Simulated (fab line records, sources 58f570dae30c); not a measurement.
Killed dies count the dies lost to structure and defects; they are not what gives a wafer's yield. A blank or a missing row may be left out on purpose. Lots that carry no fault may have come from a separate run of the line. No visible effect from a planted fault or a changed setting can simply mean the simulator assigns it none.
Matching of chambers    flow berkeley cmos170    UCB170_GATE_ETCH_14 on rie diel-02: 4 sister chambers
The step etches BARC in N2/H2. 7 wafers are shown with their chamber, then 7 later ones without.

EACH WAFER AND ITS CHAMBER
wafer   chamber  throttle valve pct (%)  oes product au (a.u.)
L264.4  3        13.40                   1.014
L265.3  1        13.35                   0.967
L265.5  2        13.08                   0.971
L276.5  0        13.22                   1.019
L276.6  2        13.08                   0.978
L280.3  0        13.23                   1.018
L280.4  3        13.38                   1.022

WAFERS WHOSE CHAMBER IS MISSING
wafer   throttle valve pct (%)  oes product au (a.u.)
L280.5  13.07                   0.973
L284.2  13.08                   0.978
L284.4  13.20                   1.012
L284.6  13.08                   0.971
L286.1  13.09                   0.983
L286.2  13.23                   1.012
L286.5  13.06                   0.982

WHICH CHAMBER EACH ONE RAN IN
wafer   from the rows above  in truth
L280.5  2                    2
L284.2  2                    2
L284.4  0                    0
L284.6  2                    2
L286.1  2                    2
L286.2  0                    0
L286.5  2                    2
7 of 7 placed correctly. Can't be placed from these rows: 0. Wrongly placed: 0.
How it was worked out, from the rows above alone: a wafer's distance from a chamber is the root of the sum, over the readings, of the square of ((its reading less the chamber's mean) divided by the reading's scatter). The wafer belongs to the nearest chamber; if the next one is less than 2 further off, it can't be placed. The mean given for a chamber averages the wafers shown for that chamber. How the scatter is found: for the shown wafers, subtract from each reading the mean of its chamber, square and add these, divide the total by (wafers less chambers), then take the root.
